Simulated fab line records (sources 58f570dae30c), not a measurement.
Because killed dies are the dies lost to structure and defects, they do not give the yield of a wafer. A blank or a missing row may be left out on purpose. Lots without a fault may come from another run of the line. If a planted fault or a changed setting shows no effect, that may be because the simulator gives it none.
One fault seen from 2 desks :: flow berkeley-cmos170 :: what lay behind the numbers comes last; until then each desk has only its own

== FOR THE TOOL OWNER'S DESK: litho-track-04 ==
The tool's own readings at UCB170_M2_HMDS_04 (prime time 60 s): means of the sampled wafers that have a number, for each lot that ran on this tool. If a lot's mean is further than 4 standard deviations from the usual mean, the lot is out of limits and carries the mark OUT (the distance appears in the brackets).
Columns: A = prime-temp-c at UCB170_M2_HMDS_04, usual 99.96 C
lot: L242
first seen here: day 8 19:16
A: 99.95

lot: L253
first seen here: day 10 16:44
A: 100.10

lot: L256
first seen here: day 11 08:04
A: 99.89

lot: L261
first seen here: day 12 11:48
A: 99.93

lot: L263
first seen here: day 13 05:44
A: 94.80 (-40) OUT

lot: L264
first seen here: day 13 06:17
A: 94.60 (-41) OUT
This desk's verdict: out of limits on L263, L264, starting with L263 at day 13 05:44 (prime-temp-c at UCB170_M2_HMDS_04). L242, L253, L256, L261: within limits.

== AT THE METROLOGY DESK ==
What the gauges read, lot by lot, whatever tool the lot ran on: means of the sampled wafers that have a number. If a lot's mean is further than 4 standard deviations from the usual mean, the lot is out of limits and carries the mark OUT (the distance appears in the brackets).
Columns: A = M1_AL_THK at UCB170_M1_THK_MEAS_02, usual 593 nm; B = V1_POLISHED_THK at UCB170_V1_THK_MEAS_04, usual 1000.1 nm
lot: L242
first seen here: day 8 10:24
A: 595
B: 1000.2

lot: L243
first seen here: day 8 20:07
A: 588
B: 1000.7

lot: L246
first seen here: day 9 00:57
A: 592
B: 1000.6

lot: L244
first seen here: day 9 02:43
A: 605
B: 1000.5

lot: L250
first seen here: day 9 10:46
A: 594
B: 1000.1

lot: L247
first seen here: day 9 10:57
A: 600
B: 1000.4

lot: L248
first seen here: day 9 12:48
A: 606
B: 1000.0

lot: L249
first seen here: day 9 13:02
A: 592
B: 1000.2

lot: L253
first seen here: day 10 09:59
A: 596
B: 998.7

lot: L252
first seen here: day 10 10:41
A: 586
B: 1000.2

lot: L256
first seen here: day 11 01:31
A: 594
B: 999.6

lot: L261
first seen here: day 12 01:57
A: 592
B: 1001.0

lot: L263
first seen here: day 12 21:31
A: 595
B: 1000.5

lot: L264
first seen here: day 12 21:48
A: 596
B: 999.2
This desk's verdict: no lot among the 14 shows anything out of limits.

== ALL TOGETHER ==
On L263, L264, at day 13 05:44, an alarm was possible from the tool owner's desk.
From the metrology desk's view, nothing was out of limits.
The metrology desk has L263, L264 on record, within its limits.
UCB170_M2_HMDS_04 was run on litho-track-04 by each of the lots named.

== WHAT WAS PUT IN BY THE SIMULATOR ==
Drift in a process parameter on litho-track-04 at UCB170_M2_HMDS_04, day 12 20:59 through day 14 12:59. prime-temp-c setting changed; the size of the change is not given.
Struck lots among those shown: L263, L264.
Delay in hours, fault start to first out-of-limits reading, by desk: the tool owner's desk at 9.
